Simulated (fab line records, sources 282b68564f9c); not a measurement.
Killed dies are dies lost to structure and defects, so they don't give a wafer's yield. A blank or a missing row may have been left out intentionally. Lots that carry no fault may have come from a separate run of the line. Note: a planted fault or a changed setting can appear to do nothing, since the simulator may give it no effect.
fab line records | flow rit-cmos
[record] lots = 7 | wafers = 21 | last-day = 6
route steps=202 shown CONTACT@179 M1@184
lots with no fault: from the same line, run without faults
start-h: hours from the record's first day to the start of the lot's first wafer shown | wait-h: hours from the lot's prior step to this one | " unchanged from the row above | L1.1+2: several wafers, shown together as one row | - no value, or no start was given | * or withheld: withheld | < > ~ a bound
route shown NAME@n: NAME is a module with steps in the file, n the number in the route of the first one | usual: mean/standard deviation taken from wafers without a fault | same: alike in all rows | chamber/n: place in a boat | sites: readings site by site | _std_site: the standard deviation of these | _edge_site: mean of outer sites minus mean of inner sites | radius-mm: for every site, how far away it sits from the centre of the wafer | mask NAME#n: copy n | behind: tool/chamber where the wafer was last shaped | hold: cause of the lot's hold/its duration in hours/its outcome | device: transistor that didn't switch, given as n, p or np | end of line: the route-end tests of the same wafers | step lacking rows: just its recipe | killed: not the wafer's yield, but the dies lost to structure and defects at the first sort | map: the dies of a wafer, with x for killed, . for not killed, _ for no die there
set.NAME: the setting the step ran with; set.NAME@STEP: the setting that earlier step ran with | model.NAME: the simulator's own value behind a step, which no gauge read
a table for each step, a row for each wafer; lots at some steps of the route
services: from which hour (start-h, from the record's first day; less than 0 if before it) a tool's chamber was out of use, for how many hours, and why
[[steps]]
[step RIT_CONTACT_ETCH_11]
[recipe] target-depth-a = 4800 | over-etch-frac = 0.2 | stop-on = TiSi2 | chemistry = CHF3/CF4/Ar | target = SiO2 | CHF3_flow_sccm = 50 | cf4-flow-sccm = 10 | Ar_flow_sccm = 100 | O2_flow_sccm = 5 | pressure-mtorr = 100 | rf-w = 200 | time-s = 320
[usual] drypump-motor-current-A = 5.9/0.49 | oes-product-au = 0.989/0.01 | throttle-valve-pct = 8.80/0.1
lot.wafer | tool        | chamber | start-h | wait-h | drypump-motor-current-A | oes-product-au | rf-hours-counter-h | throttle-valve-pct
L731.2    | rie-diel-02 | 3       | 77.98   | 0.1    | 6.3                     | 0.965          | 7                  | 8.72
L731.3    | "           | 2       | "       | "      | 5.4                     | 0.993          | 72                 | 8.59
L731.5    | "           | 3       | "       | "      | 6.3                     | 0.964          | -                  | 8.73
L734.1    | rie-diel-02 | 2       | 91.95   | 0.1    | 5.3                     | 1.002          | 73                 | 8.59
L734.3    | "           | 1       | "       | "      | 6.4                     | 0.990          | 59                 | 8.83
L734.4    | "           | 2       | "       | "      | 5.4                     | 0.993          | -                  | 8.60
L735.2    | rie-diel-03 | 3       | 98.22   | 0.1    | 5.3                     | 0.981          | 140                | 8.87
L735.4    | "           | 0       | "       | "      | 6.5                     | 0.995          | 73                 | 8.91
L735.5    | "           | 1       | "       | "      | 6.4                     | 0.979          | -                  | 8.91
L736.4    | rie-diel-01 | 1       | 104.97  | 0.1    | 5.3                     | 1.000          | 145                | 8.92
L736.5    | "           | 0       | "       | "      | 6.3                     | 1.005          | -                  | 8.68
L736.6    | "           | 1       | "       | "      | 5.3                     | 0.986          | -                  | 8.96
L742.3    | rie-diel-01 | 2       | 131.50  | 0.1    | 5.7                     | 0.995          | 55                 | 8.79
L742.4    | "           | 1       | "       | "      | 5.3                     | 0.980          | 145                | 8.96
L742.5    | "           | 2       | "       | "      | 5.7                     | 0.998          | -                  | 8.80
L743.2    | rie-diel-02 | 0       | 133.76  | 0.1    | 5.9                     | 0.995          | 1                  | 8.75
L743.4    | "           | 3       | "       | "      | 6.3                     | 0.959          | 8                  | 8.71
L743.5    | "           | 1       | "       | "      | 6.4                     | 0.998          | -                  | 8.83
L744.1    | rie-diel-01 | 1       | 139.55  | 0.1    | 5.3                     | 0.993          | 145                | 8.94
L744.5    | "           | 2       | "       | "      | 5.7                     | 0.990          | -                  | 8.79
L744.6    | "           | 3       | "       | "      | 5.8                     | 0.983          | -                  | 8.77
[step RIT_CONTACT_STRIP_12]
[recipe] chemistry = O2 | time-s = 180 | resist = NOVOLAK | platen-temp-c = withheld | power-w = 500 | pressure-mtorr = 4000 | o2-flow-sccm = 4000
[usual] drypump-motor-current-A = 5.41/0.25
lot.wafer | tool            | chamber | start-h | wait-h | drypump-motor-current-A | rf-hours-counter-h
L731.2    | plasma-asher-02 | 0       | 78.18   | 0.1    | 5.58                    | 42
L731.3    | "               | 1       | "       | "      | 5.43                    | -
L731.5    | "               | 0       | "       | "      | 5.59                    | -
L734.1    | plasma-asher-03 | 0       | 92.15   | 0.1    | 5.15                    | 45
L734.3    | "               | 0       | "       | "      | 5.15                    | -
L734.4    | "               | 1       | "       | "      | 5.13                    | -
L735.2    | plasma-asher-02 | 1       | 98.42   | 0.1    | 5.41                    | 44
L735.4    | "               | 1       | "       | "      | 5.41                    | -
L735.5    | "               | 0       | "       | "      | 5.59                    | -
L736.4    | plasma-asher-02 | 0       | 105.22  | 0.2    | 5.59                    | -
L736.5    | "               | 0       | "       | "      | 5.58                    | -
L736.6    | "               | 1       | "       | "      | 5.43                    | -
L742.3    | plasma-asher-02 | 0       | 131.75  | 0.2    | 5.60                    | -
L742.4    | "               | 1       | "       | "      | 5.41                    | -
L742.5    | "               | 0       | "       | "      | 5.59                    | -
L743.2    | plasma-asher-02 | 1       | 133.96  | 0.1    | 5.43                    | 48
L743.4    | "               | 1       | "       | "      | 5.45                    | -
L743.5    | "               | 0       | "       | "      | 5.59                    | -
L744.1    | plasma-asher-01 | 1       | 139.74  | 0.1    | 5.09                    | 35
L744.5    | "               | 0       | "       | "      | 5.81                    | -
L744.6    | "               | 1       | "       | "      | 5.09                    | -
[step RIT_CONTACT_CD_MEAS_90]
[recipe] target-cd-nm = 1000
[usual] cd-nm = 1000.5/2.1
lot.wafer | tool      | chamber | start-h | wait-h | cd-nm
L731.2    | cd-sem-01 | -       | 78.37   | 0.1    | 1000.9
L731.3    | "         | -       | "       | "      | 999.0
L731.5    | "         | -       | "       | "      | 999.2
L734.1    | cd-sem-01 | -       | 92.32   | 0.1    | 1000.8
L734.3    | "         | -       | "       | "      | 999.5
L734.4    | "         | -       | "       | "      | 999.1
L735.2    | cd-sem-01 | -       | 98.61   | 0.1    | 1002.3
L735.4    | "         | -       | "       | "      | 1000.1
L735.5    | "         | -       | "       | "      | 999.4
L736.4    | cd-sem-02 | -       | 105.39  | 0.1    | 1003.3
L736.5    | "         | -       | "       | "      | 1004.0
L736.6    | "         | -       | "       | "      | 1003.9
L742.3    | cd-sem-01 | -       | 131.90  | 0.1    | 1000.5
L742.4    | "         | -       | "       | "      | 1001.9
L742.5    | "         | -       | "       | "      | 1000.7
L743.2    | cd-sem-02 | -       | 134.15  | 0.1    | 997.4
L743.4    | "         | -       | "       | "      | 998.0
L743.5    | "         | -       | "       | "      | 1001.0
L744.1    | cd-sem-02 | -       | 139.92  | 0.1    | 997.9
L744.5    | "         | -       | "       | "      | 999.6
L744.6    | "         | -       | "       | "      | 997.2
[step RIT_CONTACT_CLEAN_13]
[recipe] chemistry = SC1 | mix = 3:3:50 | time-s = 600 | temp-c = 75
[step RIT_CONTACT_CLEAN_14]
[recipe] chemistry = SC2 | mix = 3:3:50 | time-s = 600 | temp-c = 75 | dry = n2-spin
[step RIT_M1_SPUTTER_00]
[recipe] material = Al | target-thk-nm = 400 | power-w = 2000 | chamber-pressure-pa = 0.4 | gas = Ar | time-s = 488.3 | substrate-temp-c = 25
[usual] throttle-valve-pct = 29.8/1.3
lot.wafer | tool           | chamber | start-h | wait-h | throttle-valve-pct
L731.2    | pvd-sputter-02 | -       | 78.82   | 0.0    | 27.6
L731.3    | "              | -       | "       | "      | 32.1
L731.5    | "              | -       | "       | "      | 28.4
L734.1    | pvd-sputter-04 | -       | 92.79   | 0.0    | 30.7
L734.3    | "              | -       | "       | "      | 29.7
L734.4    | "              | -       | "       | "      | 30.1
L735.2    | pvd-sputter-02 | -       | 99.06   | 0.0    | 28.7
L735.4    | "              | -       | "       | "      | 28.2
L735.5    | "              | -       | "       | "      | 28.3
L736.4    | pvd-sputter-04 | -       | 105.80  | 0.0    | 29.9
L736.5    | "              | -       | "       | "      | 30.2
L736.6    | "              | -       | "       | "      | 29.8
L742.3    | pvd-sputter-04 | -       | 132.35  | 0.0    | 30.0
L742.4    | "              | -       | "       | "      | 30.8
L742.5    | "              | -       | "       | "      | 30.1
L743.2    | pvd-sputter-02 | -       | 134.79  | 0.0    | 28.3
L743.4    | "              | -       | "       | "      | 31.8
L743.5    | "              | -       | "       | "      | 31.7
L744.1    | pvd-sputter-04 | -       | 140.84  | 0.0    | 30.0
L744.5    | "              | -       | "       | "      | 30.2
L744.6    | "              | -       | "       | "      | 30.0
[step RIT_M1_RS_MEAS_01]
[recipe] thk-meas-gauge = four-point-probe | reads = Al_of_M1_SPUTTER_00
[usual] M1_AL_RS = 0.0751/0.00098
lot.wafer | tool          | chamber | start-h | wait-h | M1_AL_RS[ohm/sq]
L731.2    | film-metro-04 | -       | 79.14   | 0.2    | 0.0745
L731.3    | "             | -       | "       | "      | 0.0740
L731.5    | "             | -       | "       | "      | 0.0731
L734.1    | film-metro-04 | -       | 93.09   | 0.2    | 0.0735
L734.3    | "             | -       | "       | "      | 0.0738
L734.4    | "             | -       | "       | "      | 0.0743
L735.2    | film-metro-04 | -       | 99.38   | 0.2    | 0.0743
L735.4    | "             | -       | "       | "      | 0.0743
L735.5    | "             | -       | "       | "      | 0.0748
L736.4    | film-metro-04 | -       | 106.16  | 0.2    | 0.0758
L736.5    | "             | -       | "       | "      | 0.0753
L736.6    | "             | -       | "       | "      | 0.0757
L742.3    | film-metro-03 | -       | 132.69  | 0.2    | 0.0751
L742.4    | "             | -       | "       | "      | 0.0748
L742.5    | "             | -       | "       | "      | 0.0748
L743.2    | film-metro-04 | -       | 135.11  | 0.2    | 0.0758
L743.4    | "             | -       | "       | "      | 0.0759
L743.5    | "             | -       | "       | "      | 0.0758
L744.1    | film-metro-03 | -       | 141.13  | 0.2    | 0.0762
L744.5    | "             | -       | "       | "      | 0.0761
L744.6    | "             | -       | "       | "      | 0.0762
[step RIT_M1_THK_MEAS_02]
[recipe] thk-meas-gauge = xrf | reads = Al_of_M1_SPUTTER_00
[usual] M1_AL_THK = 384/4.9
lot.wafer | tool          | chamber | start-h | wait-h | M1_AL_THK[nm]
L731.2    | film-metro-04 | -       | 79.25   | 0.1    | 389
L731.3    | "             | -       | "       | "      | 388
L731.5    | "             | -       | "       | "      | 395
L734.1    | film-metro-04 | -       | 93.21   | 0.1    | 391
L734.3    | "             | -       | "       | "      | 390
L734.4    | "             | -       | "       | "      | 390
L735.2    | film-metro-04 | -       | 99.49   | 0.1    | 389
L735.4    | "             | -       | "       | "      | 390
L735.5    | "             | -       | "       | "      | 385
L736.4    | film-metro-04 | -       | 106.25  | 0.1    | 382
L736.5    | "             | -       | "       | "      | 383
L736.6    | "             | -       | "       | "      | 384
L742.3    | film-metro-03 | -       | 132.79  | 0.1    | 387
L742.4    | "             | -       | "       | "      | 387
L742.5    | "             | -       | "       | "      | 384
L743.2    | film-metro-04 | -       | 135.22  | 0.1    | 381
L743.4    | "             | -       | "       | "      | 382
L743.5    | "             | -       | "       | "      | 381
L744.1    | film-metro-03 | -       | 141.25  | 0.1    | 379
L744.5    | "             | -       | "       | "      | 380
L744.6    | "             | -       | "       | "      | 378
[step RIT_M1_HMDS_03]
[recipe] prime-time-s = 60 | prime-temp-c = 140
[step RIT_M1_COAT_04]
[recipe] resist = NOVOLAK | spin-rpm = 2000 | resist-thk-nm = 1300
[step RIT_M1_SOFTBAKE_05]
[recipe] resist = NOVOLAK | temp-c = 90 | time-s = 60
[step RIT_M1_EXPOSE_06]
[recipe] mask-id = M12 | na = 0.6 | source-shape = conventional | sigma-outer = 0.5 | target-cd-nm = 2600 | dose-mj = 250
[step RIT_M1_PEB_07]
[recipe] resist = NOVOLAK | temp-c = withheld | time-s = withheld
[usual] chill-plate-temp-C = * | exhaust-pa = 45.0/0.93 | resist-line-temp-C = *
lot.wafer | tool           | chamber | start-h | wait-h | chill-plate-temp-C | exhaust-pa | resist-line-temp-C
L731.2    | litho-track-04 | 0       | 80.02   | 0.1    | *                  | 43.9       | *
L731.3    | "              | 0       | "       | "      | *                  | 45.5       | *
L731.5    | "              | 0       | "       | "      | *                  | 43.4       | *
L734.1    | litho-track-03 | -       | 93.83   | 0.1    | -                  | -          | -
L734.3    | "              | -       | "       | "      | -                  | -          | -
L734.4    | "              | -       | "       | "      | -                  | -          | -
L735.2    | litho-track-04 | -       | 100.13  | 0.1    | -                  | -          | -
L735.4    | "              | -       | "       | "      | -                  | -          | -
L735.5    | "              | -       | "       | "      | -                  | -          | -
L736.4    | litho-track-04 | -       | 107.03  | 0.2    | -                  | -          | -
L736.5    | "              | -       | "       | "      | -                  | -          | -
L736.6    | "              | -       | "       | "      | -                  | -          | -
L742.3    | litho-track-04 | 0       | 133.44  | 0.1    | *                  | 45.1       | *
L742.4    | "              | 0       | "       | "      | *                  | 43.2       | *
L742.5    | "              | 0       | "       | "      | *                  | 44.9       | *
L743.2    | litho-track-04 | 0       | 135.86  | 0.1    | *                  | 44.0       | *
L743.4    | "              | 0       | "       | "      | *                  | 44.3       | *
L743.5    | "              | 0       | "       | "      | *                  | 43.9       | *
L744.1    | litho-track-01 | 0       | 142.07  | 0.3    | *                  | 46.4       | *
L744.5    | "              | 0       | "       | "      | *                  | 45.9       | *
L744.6    | "              | 0       | "       | "      | *                  | 45.2       | *
[step RIT_M1_DEVELOP_08]
[recipe] resist = NOVOLAK | develop-time-s = 70.99 | dev-temp-c = 23
[[services]]
tool            | chamber | start-h | hours | kind
rie-diel-03     | -       | 57.93   | 0.6   | repair
rie-diel-02     | 0       | 76.36   | -     | clean
rie-diel-02     | 0       | 76.36   | 14.8  | scheduled-down
rie-diel-02     | 0       | 76.36   | 14.8  | vent-cycle
rie-diel-02     | 3       | 87.02   | 10.5  | repair
rie-diel-01     | 1       | 95.27   | 5.7   | repair
rie-diel-03     | 0       | 98.90   | 9.8   | repair
plasma-asher-03 | -       | 108.75  | 9.0   | pm
plasma-asher-03 | 0       | 108.75  | 9.0   | vent-cycle
plasma-asher-03 | 1       | 108.75  | 9.0   | vent-cycle
rie-diel-03     | 0       | 109.05  | 15.7  | repair
plasma-asher-02 | -       | 109.58  | 2.8   | pm
rie-diel-02     | -       | 115.48  | 14.6  | pm
plasma-asher-03 | 0       | 117.75  | -     | clean
plasma-asher-03 | 1       | 117.75  | -     | clean
[[key]]
[first-sign] step = RIT_M1_PEB_07 | reading = tool-record | direction = missing
effect none on later readings
met-at RIT_M1_PEB_07
struck-wafers L734.1,L734.3,L734.4,L735.2,L735.4,L735.5,L736.4,L736.5,L736.6
sort-left-out L734.1,L734.3,L734.4,L735.2,L735.4,L735.5,L736.4,L736.5,L736.6
onset-between 80.02 93.83
[fault] kind = skipped-step-whole | tool = litho-track-03,litho-track-04 | chamber = - | onset-h = 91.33 | steps = RIT_M1_PEB_07 | scope = struck-lots-only
// sort-left-out: the simulated sort isn't trusted on such a fault, so these wafers' sort isn't shown, and their yield isn't known
